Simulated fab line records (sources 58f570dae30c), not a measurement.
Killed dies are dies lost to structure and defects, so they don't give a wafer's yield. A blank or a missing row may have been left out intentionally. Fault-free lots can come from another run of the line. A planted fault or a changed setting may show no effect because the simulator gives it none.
A single fault, viewed from 2 desks + flow berkeley-cmos170 + what lay behind the numbers comes last; until then each desk has only its own

## DESK OF THE TOOL OWNER: pvd-sputter-04
The tool's own readings at UCB170_M2_SPUTTER_01 (material Al, target thk 900 nm, time 120 s): means of the sampled wafers that have a number, for each lot that ran on this tool. Marked OUT: a lot whose mean sits more than 4 standard deviations from the usual mean, which makes it out of limits; the brackets give that distance.
Columns: A = throttle-valve-pct at UCB170_M2_SPUTTER_01, usual 29.9 %
| lot  | first seen here | A    |
|------|-----------------|------|
| L735 | day 7 15:49     | 29.5 |
| L740 | day 8 20:32     | 28.9 |
| L741 | day 9 10:37     | 29.3 |
| L744 | day 9 11:16     | 29.4 |
| L749 | day 10 08:35    | 28.9 |
This desk's verdict: no lot among the 5 shows anything out of limits.

## METROLOGY DESK
Lot by lot, what the gauges showed, no matter which tool ran the lot: averages of those sampled wafers that carry a number. Marked OUT: a lot whose mean sits more than 4 standard deviations from the usual mean, which makes it out of limits; the brackets give that distance.
Columns: A = M1_OVL at UCB170_M1_OVL_MEAS_10, usual 1 nm; B = cd-nm at UCB170_V1_CD_MEAS_12, usual 700.2 nm; C = cd-nm at UCB170_V1_CD_MEAS_90, usual 699.9 nm; D = M2_AL_RS at UCB170_M2_RS_MEAS_02, usual 0.0321 ohm/sq; E = M2_AL_THK at UCB170_M2_THK_MEAS_03, usual 898 nm
| lot  | first seen here | A  | B     | C     | D                | E             |
|------|-----------------|----|-------|-------|------------------|---------------|
| L736 | day 7 08:37     | 1  | 700.2 | 700.0 | 0.0326           | 882           |
| L735 | day 7 11:07     | -4 | 700.0 | 699.4 | 0.0320           | 905           |
| L737 | day 7 20:38     | -7 | 699.5 | 699.5 | 0.0316           | 905           |
| L739 | day 8 06:03     | -1 | 700.2 | 698.9 | 0.0322           | 889           |
| L740 | day 8 11:34     | 4  | 701.0 | 701.1 | 0.0319           | 905           |
| L741 | day 9 00:41     | -4 | 700.5 | 700.1 | 0.0322           | 896           |
| L742 | day 9 01:16     | -4 | 699.7 | 699.8 | 0.0322           | 891           |
| L744 | day 9 03:19     | 8  | 700.6 | 700.4 | 0.0451 (+41) OUT | 729 (-17) OUT |
| L749 | day 10 03:53    | 2  | 699.0 | 698.6 | 0.0442 (+38) OUT | 742 (-16) OUT |
| L753 | day 10 19:23    | -9 | 700.3 | 700.0 | 0.0322           | 892           |
| L752 | day 10 19:56    | 0  | 700.0 | 699.3 | 0.0321           | 901           |
| L757 | day 11 11:59    | 7  | 699.6 | 699.5 | 0.0323           | 894           |
| L755 | day 11 13:14    | 6  | 697.7 | 697.8 | 0.0322           | 891           |
| L756 | day 11 14:47    | -0 | 701.5 | 701.4 | 0.0314           | 914           |
Per this desk, out of limits: L744, L749; the first was L744, day 9 11:21 (M2_AL_RS at UCB170_M2_RS_MEAS_02). L736, L735, L737, L739, L740, L741, L742, L753, L752, L757, L755, L756 stayed within limits.

## TAKEN TOGETHER
The metrology desk could have raised an alarm at day 9 11:21, on L744, L749.
The tool owner's desk saw nothing out of limits.
The tool owner's desk has L744, L749 on record, within its limits.
All the named lots went through UCB170_M2_SPUTTER_01 on pvd-sputter-04.

## WHAT HAD BEEN PUT IN BY THE SIMULATOR
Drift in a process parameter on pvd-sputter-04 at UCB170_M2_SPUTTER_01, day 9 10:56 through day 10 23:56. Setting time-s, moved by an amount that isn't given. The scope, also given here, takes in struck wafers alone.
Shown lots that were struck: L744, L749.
Hours from the fault's start to each desk's first reading out of limits: the metrology desk, 0.
